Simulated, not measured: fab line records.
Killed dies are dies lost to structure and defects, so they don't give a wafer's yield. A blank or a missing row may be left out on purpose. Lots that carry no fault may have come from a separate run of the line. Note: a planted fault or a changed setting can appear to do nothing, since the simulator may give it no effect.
Split-lot trial    flow berkeley_cmos170    route with 331 steps; 5 lots, 23 wafers read

## THE SPLIT ITSELF
At UCB170_V1_ETCH_14 (etches SiO2 in CHF3/CF4/Ar, stops on Al, target depth 1250 nm, time 291 s), the setting time_s was moved away from the recipe's 291 s on 11 of the 23 wafers read, by -7.8% to +12.2%. The other wafers ran this setting at the recipe's value.

The reading comes from the split's own step.

## THE READING
KrF_of_V1_COAT_07.thk_nm (the simulator's own value, which no gauge read), in nm, at UCB170_V1_ETCH_14 (etches SiO2 in CHF3/CF4/Ar, stops on Al, target depth 1250 nm, time 291 s). There is no usual value for it anywhere in the file. Across the 12 wafers here that went through the recipe, the average is 611.9 nm and the standard deviation 3.1 nm.

wafer   tool, chamber at the split  time_s as run, s  against the recipe  KrF_of_V1_COAT_07.thk_nm, nm  against lot-mates on the recipe
L075.1  rie_diel-02, 0              291               recipe              611.1                         -
L075.2  rie_diel-02, 1              269.9             -7.3%               629.2                         +19.4
L075.4  rie_diel-02, 3              269.9             -7.3%               621.8                         +12.0
L075.5  rie_diel-02, 2              291               recipe              610.2                         -
L075.6  rie_diel-02, 1              291               recipe              608.1                         -
L076.1  rie_diel-03, 1              291               recipe              611.5                         -
L076.2  rie_diel-03, 0              326.5             +12.2%              577.6                         -31.5
L076.3  rie_diel-03, 2              291               recipe              606.8                         -
L076.4  rie_diel-03, 1              326.5             +12.2%              571.2                         -37.9
L076.5  rie_diel-03, 0              326.5             +12.2%              581.6                         -27.5
L079.1  rie_diel-03, 1              268.4             -7.8%               631.3                         +20.1
L079.3  rie_diel-03, 0              291               recipe              611.2                         -
L079.4  rie_diel-03, 0              268.4             -7.8%               634.2                         +23.0
L079.5  rie_diel-03, 1              291               recipe              611.2                         -
L079.6  rie_diel-03, 2              268.4             -7.8%               629.8                         +18.6
L080.1  rie_diel-02, 0              291               recipe              612.1                         -
L080.3  rie_diel-02, 3              279.3             -4.0%               621.3                         +9.6
L080.4  rie_diel-02, 1              279.3             -4.0%               621.4                         +9.7
L080.5  rie_diel-02, 1              279.3             -4.0%               624.9                         +13.2
L080.6  rie_diel-02, 2              291               recipe              611.3                         -
L084.1  rie_diel-02, 1              291               recipe              618.5                         -
L084.2  rie_diel-02, 3              291               recipe              613.6                         -
L084.3  rie_diel-02, 0              291               recipe              617                           -

THE FIT
A straight line over all 23 wafers: KrF_of_V1_COAT_07.thk_nm changes by -2.67 nm for each +1% of time_s; r = -0.98; the points scatter about the line by 3.7 nm.
The same after taking each lot's own level away (the mean of its wafers on the recipe; 23 wafers): -2.59 nm for each +1%; r = -0.99; scatter 2.7 nm.
According to that fit, moving time_s by its largest amount changes the reading by 32 nm.
Across the lots, their own levels run from 609.15 to 616.37 nm, a range of 2.3 times the standard deviation given above.
The two slopes are in agreement: the lot-to-lot level therefore moves the slope only a little.
Check: -32 nm against its lot-mates is what the line predicts for one of the wafers moved furthest among these (+12.2%) when that wafer is left out of the fit. Against them it came out at -31.5 nm.

## THESE WAFERS: OTHER SPLITS
Other splits were also applied to these wafers ahead of the reading. Each is held against what the fit with the lots' levels taken away leaves over:
other split on the same wafers                  wafers away from the commonest value  r with KrF_of_V1_COAT_07.thk_nm (lot level and that fit taken away)
UCB170_BACKSIDE_HMDS_00 prime_time_s            5                                     +0.28
UCB170_SILICIDE_SPUTTER_01 chamber_pressure_pa  18                                    +0.19
UCB170_CONTACT_COAT_04 resist_thk_nm            11                                    -0.03
UCB170_M1_SPUTTER_00 power_w                    10                                    +0.04
UCB170_M1_METAL_ETCH_12 icp_w                   5                                     +0.22
UCB170_V1_PEB_10 peb_temp_c                     5                                     +0.07

## THE WHOLE CHAIN: every reading that the file lists as answering this split, in the file's order
step                what it does                                                               reading                                                                    change (the file's fit)               r (the file's)
UCB170_V1_ETCH_14   etches SiO2 in CHF3/CF4/Ar, stops on Al, target depth 1250 nm, time 291 s  KrF_of_V1_COAT_07.thk_nm (the simulator's own value, which no gauge read)  -2.56 nm for each +1% of the setting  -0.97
UCB170_V1_STRIP_15  strips in O2                                                               strip_time_to_endpoint_s                                                   withheld for each +1% of the setting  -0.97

## THE FILE'S OWN FIT
KrF_of_V1_COAT_07.thk_nm changes by -2.56 nm for each +1% of time_s, r = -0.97.
